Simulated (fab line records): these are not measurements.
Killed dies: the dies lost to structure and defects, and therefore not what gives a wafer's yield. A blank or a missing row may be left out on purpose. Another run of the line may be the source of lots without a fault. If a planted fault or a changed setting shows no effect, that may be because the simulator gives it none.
Which of the tools did it? :: flow berkeleyCmos170 :: 18 wafers from 6 lots sampled at 2 of the route's 331 steps

## WHAT THE GAUGES READ, wafer by wafer
UCB170_PFIELD_TW_MEAS_09.
lot: L188
measured: day 4 09:05
on: filmMetro-03
PFIELD_TW: 613 612 612

lot: L191
measured: day 5 02:37
on: filmMetro-03
PFIELD_TW: 614 614 617

lot: L192
measured: day 5 13:42
on: filmMetro-03
PFIELD_TW: 614 615 618

lot: L194
measured: day 5 22:20
on: filmMetro-01
PFIELD_TW: 596 599 599

lot: L197
measured: day 6 07:43
on: filmMetro-01
PFIELD_TW: 594 594 595

lot: L203
measured: day 7 10:50
on: filmMetro-04
PFIELD_TW: 552 547 547

## EACH LOT AND THE TOOL THAT RAN IT (in order: tool; ch and the chambers of the sampled wafers; start)
lot: L188
UCB170_PFIELD_IMPLANT_07: implanter-03 ch 0, day 4 08:52

lot: L191
UCB170_PFIELD_IMPLANT_07: implanter-03 ch 0, day 5 02:22

lot: L192
UCB170_PFIELD_IMPLANT_07: implanter-04 ch 0, day 5 13:27

lot: L194
UCB170_PFIELD_IMPLANT_07: implanter-03 ch 0, day 5 22:07

lot: L197
UCB170_PFIELD_IMPLANT_07: implanter-03 ch 0, day 6 07:28

lot: L203
UCB170_PFIELD_IMPLANT_07: implanter-04 ch 0, day 7 10:35
- UCB170_PFIELD_IMPLANT_07

## THE ANSWER, worked out from the rows above alone
Rule: the usual values come from the lots themselves. Put in order of their means at a reading, lots are off if they are a third of the lots or fewer, leave a main group of 4 or more, and stand apart from it by a gap of 3 or more times the standard deviation of the main group's means; of several such gaps the widest counts. Not used: any main group whose means are identical at the precision the tables above print for the reading. Also off: a lot with no number at a reading for which 4 or more lots have one. Any other lot the step has rows for is counted as sound.
Off: L203, seen at UCB170_PFIELD_TW_MEAS_09 (PFIELD_TW). The main group has a mean of 607 with a standard deviation of 9.
A tool fits if, at a process step before that reading, it ran every lot that is off, and no sound lot after the first of them. Those tools and the gauges at UCB170_PFIELD_TW_MEAS_09 are tried in the same way. Can't be told from this: 2 tools fit, implanter-04 at UCB170_PFIELD_IMPLANT_07, filmMetro-04 at UCB170_PFIELD_TW_MEAS_09.

## WHAT HAD BEEN PUT IN BY THE SIMULATOR
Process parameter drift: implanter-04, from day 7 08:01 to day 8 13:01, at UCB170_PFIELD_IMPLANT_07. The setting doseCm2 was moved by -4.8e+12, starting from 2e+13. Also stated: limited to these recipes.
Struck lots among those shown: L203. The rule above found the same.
